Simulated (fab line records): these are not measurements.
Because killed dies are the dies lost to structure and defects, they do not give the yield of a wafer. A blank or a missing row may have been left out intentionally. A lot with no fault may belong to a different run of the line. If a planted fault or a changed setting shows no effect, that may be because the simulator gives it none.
2 desks, one fault | flow rit_cmos | every desk sees just its own numbers, and what lay behind them comes last

== FROM THE METROLOGY DESK ==
Lot by lot, what the gauges showed, no matter which tool ran the lot: averages of those sampled wafers that carry a number. A lot is out of limits, marked OUT, if its mean lies more than 4 standard deviations from the usual mean; the brackets give that distance.
Columns: A = FOX2_OXIDE_THK at RIT_FOX2_THK_MEAS_01, usual 352 nm; B = NWELL_OVL at RIT_NWELL_OVL_MEAS_06, usual 1.2 nm; C = PWELL_RS at RIT_WELLDRIVE_RS_MEAS_02, usual 430.1 ohm/sq
lot  | first seen here | A   | B    | C
L283 | day 1 19:58     | 355 | 1.0  | 430.7
L284 | day 2 00:19     | 342 | 1.1  | 429.3
L285 | day 2 05:28     | 350 | 1.4  | 429.3
L286 | day 2 11:56     | 347 | -0.3 | 430.9
L287 | day 2 15:10     | 354 | 0.3  | 430.7
L288 | day 2 20:19     | 352 | 1.6  | 431.6
L291 | day 3 12:49     | 337 | 0.7  | 430.6
L292 | day 3 17:31     | 351 | 3.6  | 427.2
L293 | day 3 20:44     | 350 | 0.8  | 433.0
L294 | day 4 02:34     | 350 | 3.0  | 432.9
L299 | day 5 02:26     | 355 | 1.7  | 444.1 (+10) OUT
L300 | day 5 08:16     | 357 | 0.7  | 443.9 (+9.8) OUT
L304 | day 6 04:04     | 362 | 1.2  | 430.3
L306 | day 6 13:23     | 352 | 3.4  | 427.9
This desk reports L299, L300 out of limits; the earliest was L299 at day 5 11:49 (PWELL_RS at RIT_WELLDRIVE_RS_MEAS_02). Within limits: L283, L284, L285, L286, L287, L288, L291, L292, L293, L294, L304, L306.

== DESK OF THE TOOL OWNER: implanter-02 ==
The tool's own readings at RIT_PWELL_IMPLANT_08: means of the sampled wafers that have a number, for each lot that ran on this tool. A lot is out of limits, marked OUT, if its mean lies more than 4 standard deviations from the usual mean; the brackets give that distance.
Columns: A = dose_ions_cm2 at RIT_PWELL_IMPLANT_08, usual 6.998e+13; B = faraday_current_uA at RIT_PWELL_IMPLANT_08, usual 222
lot  | first seen here | A                   | B
L283 | day 1 23:49     | 6.998e+13           | 222
L285 | day 2 09:09     | 7.005e+13           | 226
L291 | day 3 16:35     | 7.002e+13           | 222
L293 | day 4 00:41     | 6.998e+13           | 222
L294 | day 4 06:29     | 6.988e+13           | 225
L299 | day 5 06:14     | 6.650e+13 (-47) OUT | 211
L300 | day 5 12:19     | 6.638e+13 (-49) OUT | 209
This desk finds L299, L300 out of limits, L299 being first, at day 5 06:14 (dose_ions_cm2 at RIT_PWELL_IMPLANT_08). Within limits: L283, L285, L291, L293, L294.

== TAKEN TOGETHER ==
An alarm could have come from the tool owner's desk at day 5 06:14, on L299, L300.
The metrology desk could have raised an alarm at day 5 11:49, on L299, L300.
On implanter-02, each named lot ran RIT_PWELL_IMPLANT_08.

== WHAT THE SIMULATOR HAD PUT IN ==
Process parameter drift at RIT_PWELL_IMPLANT_08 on implanter-02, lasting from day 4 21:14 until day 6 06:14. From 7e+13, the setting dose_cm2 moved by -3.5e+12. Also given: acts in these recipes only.
Shown lots that were struck: L299, L300.
Delay (hours) between the fault's onset and each desk's first out-of-limits reading: 9 at the tool owner's desk, 15 at the metrology desk.
